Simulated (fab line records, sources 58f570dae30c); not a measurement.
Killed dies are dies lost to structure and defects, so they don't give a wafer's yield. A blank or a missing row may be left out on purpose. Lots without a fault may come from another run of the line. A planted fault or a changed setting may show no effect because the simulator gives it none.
Which tool did it? | flow berkeley_cmos170 | 11 lots, 33 wafers sampled, at 5 steps of a route of 331

WHAT THE GAUGES READ, wafer by wafer
UCB170_PSD_CD_MEAS_06: target cd 1200 nm.
lot  | measured     | on        | cd_nm (nm)
L888 | day 6 08:02  | cd_sem-01 | 1202.9 1202.9 1202.1
L889 | day 6 15:07  | cd_sem-01 | 1199.7 1198.0 1199.7
L890 | day 6 15:22  | cd_sem-02 | 1199.1 1200.3 1198.5
L891 | day 6 22:23  | cd_sem-01 | 1198.5 1199.4 1198.4
L901 | day 9 01:59  | cd_sem-02 | 1197.9 1197.0 1195.5
L903 | day 9 08:05  | cd_sem-01 | 1200.0 1200.2 1199.8
L904 | day 9 23:19  | cd_sem-01 | 1201.1 1202.4 1201.3
L906 | day 10 11:25 | cd_sem-01 | 1201.2 1200.8 1202.9
L908 | day 10 11:41 | cd_sem-01 | 1200.3 1200.9 1199.9
L910 | day 11 16:03 | cd_sem-01 | 1200.9 1200.6 1200.8
L911 | day 11 16:30 | cd_sem-01 | 1200.4 1198.2 1198.7

UCB170_NSD_OVL_MEAS_07.
lot  | measured     | on         | NSD_OVL (nm)
L888 | day 6 09:48  | overlay-01 | 9 6 6
L889 | day 6 17:17  | overlay-02 | 5 5 6
L890 | day 6 17:26  | overlay-02 | 5 7 5
L891 | day 7 00:44  | overlay-02 | 7 5 12
L901 | day 9 03:48  | overlay-02 | 3 3 0
L903 | day 9 12:00  | overlay-02 | 11 1 3
L904 | day 10 03:38 | overlay-02 | 2 14 11
L906 | day 10 15:22 | overlay-02 | -1 8 5
L908 | day 10 15:59 | overlay-02 | 9 8 18
L910 | day 11 18:10 | overlay-01 | 3 5 3
L911 | day 11 18:28 | overlay-02 | 6 1 3

UCB170_M1_CD_MEAS_90: target cd 700 nm.
lot  | measured     | on        | cd_nm (nm)
L888 | day 6 22:10  | cd_sem-02 | 699.9 700.3 698.5
L889 | day 7 02:29  | cd_sem-02 | 698.7 698.3 701.1
L890 | day 7 03:45  | cd_sem-02 | 698.7 697.6 699.2
L891 | day 7 13:41  | cd_sem-02 | 695.2 693.1 697.2
L901 | day 9 15:25  | cd_sem-01 | 714.8 712.3 711.6
L903 | day 9 22:49  | cd_sem-01 | 714.1 713.5 712.8
L904 | day 10 12:26 | cd_sem-02 | 701.0 702.4 699.6
L906 | day 10 23:34 | cd_sem-01 | 699.4 698.6 697.7
L908 | day 11 01:20 | cd_sem-01 | 696.9 697.2 696.2
L910 | day 12 02:52 | cd_sem-02 | 697.9 696.1 697.2
L911 | day 12 04:22 | cd_sem-01 | 701.9 700.4 704.9

WHICH TOOL RAN EACH LOT (tool, then ch and the chambers of the sampled wafers, then the start)
lot  | UCB170_CONTACT_STRIP_19              | UCB170_M1_METAL_ETCH_12
L888 | plasma_asher-01 ch 1, day 6 16:31    | rie_metal-04 ch 0,1, day 6 21:56
L889 | plasma_asher-02 ch 0,1, day 6 23:55  | rie_metal-04 ch 0,1, day 7 02:16
L890 | plasma_asher-04 ch 0,1, day 7 01:37  | rie_metal-01 ch 0,1, day 7 03:30
L891 | plasma_asher-04 ch 0,1, day 7 11:12  | rie_metal-01 ch 0,1, day 7 13:26
L901 | plasma_asher-04 ch 0,1, day 9 12:59  | rie_metal-01 ch 0,1, day 9 15:11
L903 | plasma_asher-02 ch 0,1, day 9 20:34  | rie_metal-01 ch 0,1, day 9 22:35
L904 | plasma_asher-02 ch 0,1, day 10 09:55 | rie_metal-02 ch 0,1, day 10 12:13
L906 | plasma_asher-04 ch 0,1, day 10 21:39 | rie_metal-02 ch 0,1, day 10 23:20
L908 | plasma_asher-04 ch 0,1, day 10 23:18 | rie_metal-04 ch 0,1, day 11 01:06
L910 | plasma_asher-04 ch 0,1, day 12 00:50 | rie_metal-04 ch 0,1, day 12 02:38
L911 | plasma_asher-04 ch 0,1, day 12 02:16 | rie_metal-02 ch 0,1, day 12 04:08
- UCB170_CONTACT_STRIP_19: strips in O2.
- UCB170_M1_METAL_ETCH_12: etches Al in Cl2/BCl3, stops on PSG, target depth 780 nm, time 130 s.

WHAT THE TOOLS THEMSELVES READ (means of the sampled wafers that have a number; where no wafer has one, the mark that the record gives instead)
UCB170_CONTACT_STRIP_19.
lot  | tool            | chamber_pressure_mTorr (mTorr) | drypump_motor_current_A (A) | oes_product_au (a.u.)
L888 | plasma_asher-01 | 3500                           | 5.6                         | 0.721
L889 | plasma_asher-02 | 3500                           | 5.0                         | 0.725
L890 | plasma_asher-04 | 3504                           | 5.6                         | 0.725
L891 | plasma_asher-04 | 3499                           | 5.6                         | 0.727
L901 | plasma_asher-04 | 3499                           | 5.7                         | 0.729
L903 | plasma_asher-02 | 3503                           | 5.5                         | 0.723
L904 | plasma_asher-02 | 3504                           | 5.5                         | 0.728
L906 | plasma_asher-04 | 3501                           | 5.6                         | 0.724
L908 | plasma_asher-04 | 3498                           | 5.7                         | 0.725
L910 | plasma_asher-04 | 3498                           | 5.6                         | 0.727
L911 | plasma_asher-04 | 3498                           | 5.6                         | 0.726

UCB170_M1_METAL_ETCH_12.
lot  | tool         | chamber_pressure_mTorr (mTorr) | drypump_motor_current_A (A) | he_backside_leak_sccm (sccm) | oes_product_au (a.u.) | throttle_valve_pct (%)
L888 | rie_metal-04 | 12.020                         | 6.2                         | 3.29                         | 0.850                 | 24.1
L889 | rie_metal-04 | 12.006                         | 6.2                         | 3.35                         | 0.848                 | 24.1
L890 | rie_metal-01 | 11.999                         | 5.5                         | 3.09                         | 0.857                 | 24.2
L891 | rie_metal-01 | 12.002                         | 5.4                         | 3.18                         | 0.871                 | 24.4
L901 | rie_metal-01 | 12.006                         | 5.4                         | 3.21                         | 0.752                 | 24.5
L903 | rie_metal-01 | 11.994                         | 5.4                         | 3.41                         | 0.749                 | 24.5
L904 | rie_metal-02 | 12.002                         | 5.7                         | 3.65                         | 0.852                 | 24.3
L906 | rie_metal-02 | 12.010                         | 5.7                         | 3.53                         | 0.851                 | 24.3
L908 | rie_metal-04 | 11.995                         | 5.6                         | 3.88                         | 0.854                 | 24.5
L910 | rie_metal-04 | 12.004                         | 6.2                         | 3.42                         | 0.857                 | 24.1
L911 | rie_metal-02 | 12.003                         | 5.7                         | 3.55                         | 0.868                 | 24.2

THE ANSWER, worked out from the rows above alone
Rule: what is usual is taken from the lots themselves. Put in order of their means at a reading, lots are off if they are a third of the lots or fewer, leave a main group of 4 or more, and stand apart from it by a gap of 3 or more times the standard deviation of the main group's means; of several such gaps the widest counts. A main group whose means are all the same, to the digits that the tables above print for the reading, isn't used. A lot without any number at a reading at which 4 lots or more have one is off too. The other lots that the step has rows for count as sound. The gauges are gone through in route order, then the tools' own readings, and for those a lot's mean is taken as printed above. The first step at which some lot is off is used, and at that step the reading that is off furthest; a lot without a number counts as furthest.
Off: L901, L903, at UCB170_M1_CD_MEAS_90 (cd_nm). The main group: mean 698.7 nm, standard deviation 2.1.
A tool fits if, at a process step before that reading, it ran every lot that is off, and no sound lot after the first of them. The gauges at UCB170_M1_CD_MEAS_90 aren't tried: what is off there is off at UCB170_M1_METAL_ETCH_12 too, on other tools, and a gauge's error can't cause that. One fits: rie_metal-01 at UCB170_M1_METAL_ETCH_12. Its last sound lot is L891 (day 7 13:26), its first lot that is off L901 (day 9 15:11): a fault that began between those two fits.
The tool's own readings at UCB170_M1_METAL_ETCH_12 bear it out: on the lots that are off they differ by more than 5 times the standard deviation of the sound lots' means. oes_product_au reads 0.750 a.u. there against 0.856 a.u. on the sound lots.

WHAT THE SIMULATOR HAD PUT IN
Process parameter drift: rie_metal-01, from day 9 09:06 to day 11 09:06, at UCB170_M1_METAL_ETCH_12. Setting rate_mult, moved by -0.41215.
Lots struck among those shown: L901, L903. The rule above found the same.
